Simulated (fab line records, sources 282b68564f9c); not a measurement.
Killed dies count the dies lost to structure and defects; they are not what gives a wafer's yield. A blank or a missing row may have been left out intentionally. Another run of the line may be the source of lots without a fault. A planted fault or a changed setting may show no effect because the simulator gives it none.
Code-filled problem report in 8D (eight disciplines) form -- flow ritCmos -- the parts of the form that need people (team, actions taken, sign-off) are left out

## 1. PROBLEM STATEMENT
CONTACT_TEOS_THK at RIT_CONTACT_THK_MEAS_01 reads a mean of 603 nm on 1 wafer of 1 lot; wafers without a fault read 398 nm with a standard deviation of 5.8. Measured from the usual mean, that is +35 standard deviations.
First observed at day 6 08:10: wafer L539.3, on filmMetro-01. At this step, 39 wafers from 13 lots have a number in the record. Rule for "out" (also "out of limits"): further than 4 standard deviations from the usual mean. The other wafers with a number count as sound.

## 2. WHAT IT IS AND WHAT IT IS NOT
question,is,is not
which readings at this step,CONTACT_TEOS_THK,-
which lots,L539,"L524, L525, L526, L527, L528, L529, L530, L531, L534, L543, L546, L547"
which wafers of those lots,L539.3,"L539.2, L539.5"
read on which gauges,filmMetro-01,"filmMetro-02, filmMetro-04"
when,from day 6 08:10,"up to then (29 sound wafers); but 9 sound wafers of L543, L546, L547 came after"

## 3. WHAT RULES OUT EACH SUSPECT
Counting: a tool at a process step up to the reading stays a suspect if it ran every lot that is out. Sound lots after the first of them don't rule it out here, since some wafers of a struck lot are sound.
- the gauge at RIT_CONTACT_THK_MEAS_01: kept. All the wafers that are out were read on filmMetro-01, and no step on other tools shows them out.
- pecvd-01 at RIT_CONTACT_CVD_00 (deposits SiO2 from TEOS, target thk 400 nm, time 61 s): kept. It processed L539, the lot that is out, at day 6 08:07, and its most recent sound lot before then was L530 at day 4 07:38.
- The sound lot-mates ran in chamber 0 of pecvd-01 at RIT_CONTACT_CVD_00, but the wafers that are out ran in chamber 2.
Remaining after the count are pecvd-01 at RIT_CONTACT_CVD_00 and filmMetro-01 at RIT_CONTACT_THK_MEAS_01.

## 4. THE CAUSE (what the simulator had put in)
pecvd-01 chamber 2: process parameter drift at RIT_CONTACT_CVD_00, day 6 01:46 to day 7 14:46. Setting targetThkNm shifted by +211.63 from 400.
Counting left 2 suspects, and this tool is among them.

## 5. SEQUENCE OF EFFECTS, ordered by route
One row per reading whose mean, taken over the struck wafers that have a number, lies over 3 standard deviations from the usual. Only readings for which the record gives a usual standard deviation are gone through. hours: the time from each lot's start at the first step in this table that gives one to its start at this step, as a median over the lots. sigmas: the change in usual standard deviations.
hours,step,reading,usual,on struck wafers,change,sigmas
0,RIT_CONTACT_THK_MEAS_01,CONTACT_TEOS_THK,398 nm,603,+205,+35

## 6. WHAT WOULD HAVE CAUGHT IT SOONER
In this record the first reading out of limits at a measuring or inspecting step was taken at day 6 08:10, 6 hours after the fault began at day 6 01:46.
Tool readings at RIT_CONTACT_CVD_00 with a usual standard deviation given in the record: none out on any struck wafer, hence no alarm at a limit of 4 standard deviations on them.
Each of the lots that are out, 1 in all, had begun RIT_CONTACT_CVD_00 on pecvd-01 no later than day 6 08:10. Holding the tool at that point would not have protected any of them.
